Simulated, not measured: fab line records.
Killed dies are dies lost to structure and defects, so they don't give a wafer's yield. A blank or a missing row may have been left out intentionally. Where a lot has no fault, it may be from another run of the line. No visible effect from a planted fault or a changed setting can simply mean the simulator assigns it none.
The tool behind it: which one? | flow berkeleyCmos170 | 39 wafers from 13 lots sampled at 3 of the route's 331 steps

## WHAT THE GAUGES READ, wafer by wafer
UCB170_SILICIDE_RS_MEAS_02: measurement is done with a four-point probe.
lot  | measured     | on           | SILICIDE_TI_RS (ohm/sq)
L923 | day 5 22:55  | filmMetro-03 | 27.0 27.5 26.9
L926 | day 7 08:23  | filmMetro-03 | 26.6 27.1 26.7
L928 | day 7 08:42  | filmMetro-03 | 27.0 26.9 26.6
L925 | day 7 08:48  | filmMetro-01 | 26.6 27.2 26.5
L929 | day 8 01:31  | filmMetro-03 | 27.0 26.3 27.0
L931 | day 8 11:53  | filmMetro-03 | 26.6 26.7 26.4
L936 | day 9 14:56  | filmMetro-04 | 26.9 27.1 26.9
L939 | day 10 08:24 | filmMetro-04 | 27.4 27.0 27.3
L940 | day 10 12:26 | filmMetro-01 | 26.2 26.1 27.1
L941 | day 10 23:06 | filmMetro-01 | 27.2 26.8 27.1
L943 | day 11 01:44 | filmMetro-03 | 26.7 26.1 26.9
L944 | day 11 12:51 | filmMetro-03 | 26.8 26.2 26.3
L946 | day 11 13:23 | filmMetro-03 | 26.8 26.9 27.3

UCB170_CONTACT_CD_MEAS_90 targets a cd of 700 nm.
lot  | measured     | on       | cdNm (nm)
L923 | day 6 03:29  | cdSem-02 | 696.0 694.9 695.6
L926 | day 7 12:58  | cdSem-01 | 697.2 701.1 698.6
L928 | day 7 15:49  | cdSem-01 | 701.8 700.7 701.6
L925 | day 7 15:34  | cdSem-01 | 700.9 701.8 700.9
L929 | day 8 06:08  | cdSem-01 | 697.2 698.5 697.4
L931 | day 8 18:34  | cdSem-01 | 699.6 697.4 699.3
L936 | day 10 02:17 | cdSem-01 | 697.9 699.2 699.0
L939 | day 10 16:09 | cdSem-02 | 697.6 697.2 698.6
L940 | day 10 21:56 | cdSem-02 | 700.4 701.7 701.7
L941 | day 11 04:28 | cdSem-02 | 700.3 702.2 700.5
L943 | day 11 07:10 | cdSem-02 | 699.2 700.4 699.9
L944 | day 11 17:40 | cdSem-02 | 700.0 697.9 699.7
L946 | day 11 18:38 | cdSem-02 | 700.3 698.9 699.0

UCB170_M1_RS_MEAS_01: measurement is done with a four-point probe.
lot  | measured     | on           | M1_AL_RS (ohm/sq)
L923 | day 6 03:51  | filmMetro-01 | 0.0470 0.0478 0.0469
L926 | day 7 13:19  | filmMetro-02 | 0.0492 0.0478 0.0476
L928 | day 7 16:10  | filmMetro-04 | 0.0485 0.0489 0.0483
L925 | day 7 15:56  | filmMetro-01 | 0.0486 0.0480 0.0488
L929 | day 8 06:30  | filmMetro-02 | 0.0490 0.0488 0.0485
L931 | day 8 18:55  | filmMetro-02 | 0.0475 0.0472 0.0472
L936 | day 10 02:39 | filmMetro-04 | 0.0481 0.0486 0.0491
L939 | day 10 16:31 | filmMetro-01 | 0.0476 0.0473 0.0482
L940 | day 10 22:17 | filmMetro-04 | 0.0481 0.0485 0.0477
L941 | day 11 04:49 | filmMetro-04 | 0.0473 0.0479 0.0479
L943 | day 11 07:31 | filmMetro-01 | 0.0471 0.0471 0.0480
L944 | day 11 18:01 | filmMetro-04 | 0.0479 0.0467 0.0473
L946 | day 11 18:59 | filmMetro-02 | 0.0474 0.0482 0.0477

## EACH LOT AND THE TOOL THAT RAN IT (in order: tool; ch and the chambers of the sampled wafers; start)
The record holds no process step before these readings.

## WHAT THE TOOLS THEMSELVES READ (means of the sampled wafers that have a number; where no wafer has one, the mark that the record gives instead)
The record holds no such reading with a usual standard deviation.

## THE ANSWER, worked out from the rows above alone
Rule: the lots themselves supply what counts as usual. The widest of any qualifying gaps counts: lots, ordered by their means at a reading, are off when they make up no more than a third of the lots, leave a main group of 4 or more, and stand apart from it by 3 or more times the standard deviation of that group's means. If all means in a main group match to the digits the tables above print for the reading, that group is not used. A lot without any number at a reading at which 4 lots or more have one is off too. The other lots that the step has rows for count as sound. After the gauges, taken in route order, come the tools' own readings; for these a lot's mean is taken, as printed above. The first step at which some lot is off is used, and at that step the reading that is off furthest; a lot without a number counts as furthest.
None of the lots is off at any reading shown; this tells nothing.

## WHAT WAS PUT IN BY THE SIMULATOR
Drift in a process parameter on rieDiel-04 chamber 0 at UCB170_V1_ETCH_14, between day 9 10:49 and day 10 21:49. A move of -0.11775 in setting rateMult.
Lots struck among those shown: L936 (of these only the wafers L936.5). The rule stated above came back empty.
